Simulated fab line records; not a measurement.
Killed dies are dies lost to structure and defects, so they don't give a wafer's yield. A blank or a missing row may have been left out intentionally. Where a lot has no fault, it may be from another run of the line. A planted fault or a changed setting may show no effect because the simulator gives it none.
Lot-split experiment / flow ritCmos / 23 wafers read from 5 lots, route of 202 steps

== SPLIT DETAILS ==
At RIT_FOX2_OXIDATION_00 (target thk 350.7 nm, ox time 1130 s), the setting oxTimeS was moved away from the recipe's 1130 s on 15 of the 23 wafers read, by -14.0% to -10.0%. The other wafers ran this setting at the recipe's value.

The split's own step is where the reading is taken.

== THE READING ==
SiO2_of_FOX2_OXIDATION_00.thkNm (the simulator's own value, which no gauge read), in nm, at RIT_FOX2_OXIDATION_00 (target thk 350.7 nm, ox time 1130 s). No usual value for it is given in the file. Average 343.3 nm, standard deviation 3.7 nm, over the 8 wafers here run with the recipe.

wafer=L075.1; tool, chamber at the split=-, -; oxTimeS as run, s=1007; against the recipe=-10.9%; SiO2_of_FOX2_OXIDATION_00.thkNm, nm=315.7; against lot-mates on the recipe=no lot-mate on the recipe
wafer=L075.2; tool, chamber at the split=-, -; oxTimeS as run, s=1007; against the recipe=-10.9%; SiO2_of_FOX2_OXIDATION_00.thkNm, nm=308.2; against lot-mates on the recipe=no lot-mate on the recipe
wafer=L075.3; tool, chamber at the split=-, -; oxTimeS as run, s=1007; against the recipe=-10.9%; SiO2_of_FOX2_OXIDATION_00.thkNm, nm=312.3; against lot-mates on the recipe=no lot-mate on the recipe
wafer=L075.4; tool, chamber at the split=-, -; oxTimeS as run, s=1007; against the recipe=-10.9%; SiO2_of_FOX2_OXIDATION_00.thkNm, nm=313; against lot-mates on the recipe=no lot-mate on the recipe
wafer=L075.5; tool, chamber at the split=-, -; oxTimeS as run, s=1007; against the recipe=-10.9%; SiO2_of_FOX2_OXIDATION_00.thkNm, nm=311.6; against lot-mates on the recipe=no lot-mate on the recipe
wafer=L076.1; tool, chamber at the split=-, -; oxTimeS as run, s=1017; against the recipe=-10.0%; SiO2_of_FOX2_OXIDATION_00.thkNm, nm=323.7; against lot-mates on the recipe=no lot-mate on the recipe
wafer=L076.3; tool, chamber at the split=-, -; oxTimeS as run, s=1017; against the recipe=-10.0%; SiO2_of_FOX2_OXIDATION_00.thkNm, nm=319; against lot-mates on the recipe=no lot-mate on the recipe
wafer=L076.4; tool, chamber at the split=-, -; oxTimeS as run, s=1017; against the recipe=-10.0%; SiO2_of_FOX2_OXIDATION_00.thkNm, nm=322.1; against lot-mates on the recipe=no lot-mate on the recipe
wafer=L076.5; tool, chamber at the split=-, -; oxTimeS as run, s=1017; against the recipe=-10.0%; SiO2_of_FOX2_OXIDATION_00.thkNm, nm=318.9; against lot-mates on the recipe=no lot-mate on the recipe
wafer=L076.6; tool, chamber at the split=-, -; oxTimeS as run, s=1017; against the recipe=-10.0%; SiO2_of_FOX2_OXIDATION_00.thkNm, nm=318.8; against lot-mates on the recipe=no lot-mate on the recipe
wafer=L079.1; tool, chamber at the split=-, -; oxTimeS as run, s=1130; against the recipe=recipe; SiO2_of_FOX2_OXIDATION_00.thkNm, nm=338.9; against lot-mates on the recipe=-
wafer=L079.3; tool, chamber at the split=-, -; oxTimeS as run, s=1130; against the recipe=recipe; SiO2_of_FOX2_OXIDATION_00.thkNm, nm=347.3; against lot-mates on the recipe=-
wafer=L079.4; tool, chamber at the split=-, -; oxTimeS as run, s=1130; against the recipe=recipe; SiO2_of_FOX2_OXIDATION_00.thkNm, nm=344.5; against lot-mates on the recipe=-
wafer=L079.5; tool, chamber at the split=-, -; oxTimeS as run, s=1130; against the recipe=recipe; SiO2_of_FOX2_OXIDATION_00.thkNm, nm=341.9; against lot-mates on the recipe=-
wafer=L079.6; tool, chamber at the split=-, -; oxTimeS as run, s=1130; against the recipe=recipe; SiO2_of_FOX2_OXIDATION_00.thkNm, nm=339.5; against lot-mates on the recipe=-
wafer=L080.3; tool, chamber at the split=furnace-02, 0; oxTimeS as run, s=1130; against the recipe=recipe; SiO2_of_FOX2_OXIDATION_00.thkNm, nm=350.5; against lot-mates on the recipe=-
wafer=L080.4; tool, chamber at the split=furnace-02, 0; oxTimeS as run, s=1130; against the recipe=recipe; SiO2_of_FOX2_OXIDATION_00.thkNm, nm=341.7; against lot-mates on the recipe=-
wafer=L080.6; tool, chamber at the split=furnace-02, 0; oxTimeS as run, s=1130; against the recipe=recipe; SiO2_of_FOX2_OXIDATION_00.thkNm, nm=341.9; against lot-mates on the recipe=-
wafer=L083.1; tool, chamber at the split=-, -; oxTimeS as run, s=972.1; against the recipe=-14.0%; SiO2_of_FOX2_OXIDATION_00.thkNm, nm=325.4; against lot-mates on the recipe=no lot-mate on the recipe
wafer=L083.3; tool, chamber at the split=-, -; oxTimeS as run, s=972.1; against the recipe=-14.0%; SiO2_of_FOX2_OXIDATION_00.thkNm, nm=314.5; against lot-mates on the recipe=no lot-mate on the recipe
wafer=L083.4; tool, chamber at the split=-, -; oxTimeS as run, s=972.1; against the recipe=-14.0%; SiO2_of_FOX2_OXIDATION_00.thkNm, nm=321.6; against lot-mates on the recipe=no lot-mate on the recipe
wafer=L083.5; tool, chamber at the split=-, -; oxTimeS as run, s=972.1; against the recipe=-14.0%; SiO2_of_FOX2_OXIDATION_00.thkNm, nm=324.8; against lot-mates on the recipe=no lot-mate on the recipe
wafer=L083.6; tool, chamber at the split=-, -; oxTimeS as run, s=972.1; against the recipe=-14.0%; SiO2_of_FOX2_OXIDATION_00.thkNm, nm=326.2; against lot-mates on the recipe=no lot-mate on the recipe

THE FIT
A straight line over all 23 wafers: SiO2_of_FOX2_OXIDATION_00.thkNm changes by +1.94 nm for each +1% of oxTimeS; r = +0.86; the points scatter about the line by 6.7 nm.
Too few moved wafers with a lot-mate on the recipe to fit a line net of each lot's own level.

== THE FILE'S OWN FIT ==
SiO2_of_FOX2_OXIDATION_00.thkNm changes by +1.95 nm for each +1% of oxTimeS, r = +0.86.
